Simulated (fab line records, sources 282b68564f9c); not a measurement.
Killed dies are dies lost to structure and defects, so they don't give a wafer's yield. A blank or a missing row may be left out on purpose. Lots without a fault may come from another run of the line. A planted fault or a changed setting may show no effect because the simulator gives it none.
A struck lot beside a sound one | flow rit_cmos | 43 steps out of a route of 202
Sound: wafers L680.1, L680.3, L680.4. Struck: wafers L692.1, L692.3, L692.4. The cause comes at the end.
At each step with rows: each side's tool, then ch and its chambers, then its first start. Under that, the readings that differ: sound wafers | struck wafers | difference of the means | sigmas: that difference in standard deviations of wafers without a fault.
alike: readings whose means differ by less than 2 such deviations, and words and numbers that are the same on both sides. not compared: withheld readings, readings that some wafer has no value for, bounds like >300 that may hide the same value, and numbers for which the record gives no deviation and whose values overlap.
The two part at a step that has a row with sigmas, a row that says differs or no value, or rows on one side only. Numbers that don't overlap but have no deviation are shown without sigmas and don't part them. A reading that every wafer of one side lacks parts them only if that side has two wafers or more.

first, 5 steps without rows for these wafers: RIT_ACTIVE_COAT_06 (resist thk 1000 nm); RIT_ACTIVE_SOFTBAKE_07 (time 60 s); RIT_ACTIVE_EXPOSE_08 (exposes mask M1, target cd 1400 nm); RIT_ACTIVE_PEB_09; RIT_ACTIVE_DEVELOP_10 (develop time 50 s).
RIT_ACTIVE_CD_MEAS_11: target cd 1400 nm.
  sound on cd_sem-01, day 2 11:25; struck on cd_sem-02, day 5 02:02
  alike: cd_nm
then, 1 step without rows for these wafers: RIT_ACTIVE_HARDBAKE_12 (time 60 s).
RIT_ACTIVE_ETCH_13: etches Si3N4 in SF6, stops on SiO2, time 210 s, target depth 210 nm.
  sound on rie_diel-04 ch 0,2,3, day 2 11:41; struck on rie_diel-01 ch 0,1,3, day 5 02:19
  alike: drypump_motor_current_A, oes_product_au, throttle_valve_pct
  not compared: rf_hours_counter_h
RIT_ACTIVE_STRIP_14: strips in O2, time 180 s.
  sound on plasma_asher-02 ch 0,1, day 2 11:49; struck on plasma_asher-01 ch 0,1, day 5 02:26
  alike: drypump_motor_current_A, rf_refl_power_W
  not compared: rf_hours_counter_h
RIT_ACTIVE_CD_MEAS_90: target cd 1400 nm.
  sound on cd_sem-02, day 2 12:00; struck on cd_sem-01, day 5 02:37
  alike: cd_nm
then, 2 steps without rows for these wafers: RIT_ACTIVE_CLEAN_15 (cleans in SC1, time 600 s); RIT_ACTIVE_CLEAN_16 (cleans in dHF, time 30 s).
RIT_ACTIVE_CLEAN_17: cleans in SC2, time 600 s.
  sound on wet_bench-03 ch 0, day 2 12:20; struck on wet_bench-02 ch 3, day 5 02:56
then, 1 step without rows for these wafers: RIT_FOX1_OXIDATION_00 (target thk 350.7 nm, ox time 1130 s).
RIT_FOX1_THK_MEAS_01:
  sound on film_metro-01, day 2 13:52; struck on film_metro-04, day 5 04:27
  alike: FOX1_OXIDE_THK
then, 2 steps without rows for these wafers: RIT_FOX1_WET_ETCH_02 (etches SiO2 in BOE, target depth 350 nm, time 390 s); RIT_FOX2_OXIDATION_00 (target thk 350.7 nm, ox time 1130 s).
RIT_FOX2_THK_MEAS_01:
  sound on film_metro-01, day 2 15:22; struck on film_metro-04, day 5 05:56
  alike: FOX2_OXIDE_THK
then, 2 steps without rows for these wafers: RIT_FOX2_CLEAN_02 (cleans in dHF, time 180 s); RIT_FOX2_WET_ETCH_03 (etches Si3N4 in H3PO4, target depth 195 nm, time 2700 s).
RIT_FOX2_THK_MEAS_90:
  sound on film_metro-01, day 2 16:14; struck on film_metro-04, day 5 06:49
  alike: FIELD_OXIDE_LEFT_1_THK
then, 6 steps without rows for these wafers: RIT_NWELL_HMDS_00 (prime time 60 s); RIT_NWELL_COAT_01 (resist thk 1300 nm); RIT_NWELL_SOFTBAKE_02 (time 60 s); RIT_NWELL_EXPOSE_03 (exposes mask M2, target cd 43900 nm); RIT_NWELL_PEB_04; RIT_NWELL_DEVELOP_05 (develop time 68 s).
RIT_NWELL_OVL_MEAS_06:
  sound on overlay-02, day 2 17:10; struck on overlay-01, day 5 07:46
  alike: NWELL_OVL
then, 2 steps without rows for these wafers: RIT_NWELL_HARDBAKE_07 (time 120 s); RIT_NWELL_IMPLANT_08.
RIT_NWELL_STRIP_09: strips in O2, time 180 s.
  sound on plasma_asher-01 ch 0,1, day 2 17:37; struck on plasma_asher-04 ch 0,1, day 5 08:12
  alike: drypump_motor_current_A, rf_refl_power_W
  not compared: rf_hours_counter_h
RIT_NWELL_TW_MEAS_10:
  sound on film_metro-02, day 2 17:47; struck on film_metro-02, day 5 08:22
  alike: NWELL_TW
then, 6 steps without rows for these wafers: RIT_PWELL_HMDS_00 (prime time 60 s); RIT_PWELL_COAT_01 (resist thk 1300 nm); RIT_PWELL_SOFTBAKE_02 (time 60 s); RIT_PWELL_EXPOSE_03 (exposes mask M3, target cd 43700 nm); RIT_PWELL_PEB_04; RIT_PWELL_DEVELOP_05 (develop time 68 s).
RIT_PWELL_OVL_MEAS_06:
  sound on overlay-02, day 2 18:56; struck on overlay-01, day 5 09:19
  alike: PWELL_OVL
then, 2 steps without rows for these wafers: RIT_PWELL_HARDBAKE_07 (time 120 s); RIT_PWELL_IMPLANT_08.
RIT_PWELL_STRIP_09: strips in O2, time 180 s.
  sound on plasma_asher-03 ch 0,1, day 2 19:31; struck on plasma_asher-04 ch 0,1, day 5 09:45
  alike: drypump_motor_current_A, rf_refl_power_W
  not compared: rf_hours_counter_h
RIT_M1_PROBE_99:
  sound on prober-01, day 4 13:23; struck on prober-01, day 7 08:12
  reading                                            | sound                | struck                  | difference | sigmas
  model.etest.pmos_0p15.gate_log10_a_cm2             | -6.936 -6.604 -6.327 | -1.066 -1.171 -1.258    | +5.457     |
  model.etest.nmos_0p15.gate_log10_a_cm2             | -5.912 -5.643 -5.364 | -0.5626 -0.5524 -0.6812 | +5.0409    |
  model.etest.gate_to_diffusion_comb.leak_log10_a_um | -12.69 -12.46 -12.31 | -7.586 -7.556 -7.754    | +4.855     |
  model.etest.nmos_narrow.off_log10_a_um             | -13.26 -13.31 -13.25 | -10.94 -11.11 -10.93    | +2.28      |
  model.etest.gate_end_array.leak_log10_a_um         | -13.05 -13.03 -13.03 | -11.18 -10.77 -11.06    | +2.03      |
  model.etest.nmos_0p3.off_log10_a_um                | -13.17 -13.16 -13.1  | -11.33 -11.01 -11.17    | +1.97      |
  model.etest.pmos_narrow.off_log10_a_um             | -13.03 -12.85 -12.54 | -11.19 -11.04 -11.02    | +1.72      |
  model.etest.pmos_0p3.off_log10_a_um                | -12.96 -13.02 -12.88 | -10.93 -11.25 -11.17    | +1.84      |
  alike: killed_at_contacts, killed_at_front_end, killed_dies, killed_open, killed_short

WHERE THEY PART
Nowhere in this record.

WHY: what the simulator had put in
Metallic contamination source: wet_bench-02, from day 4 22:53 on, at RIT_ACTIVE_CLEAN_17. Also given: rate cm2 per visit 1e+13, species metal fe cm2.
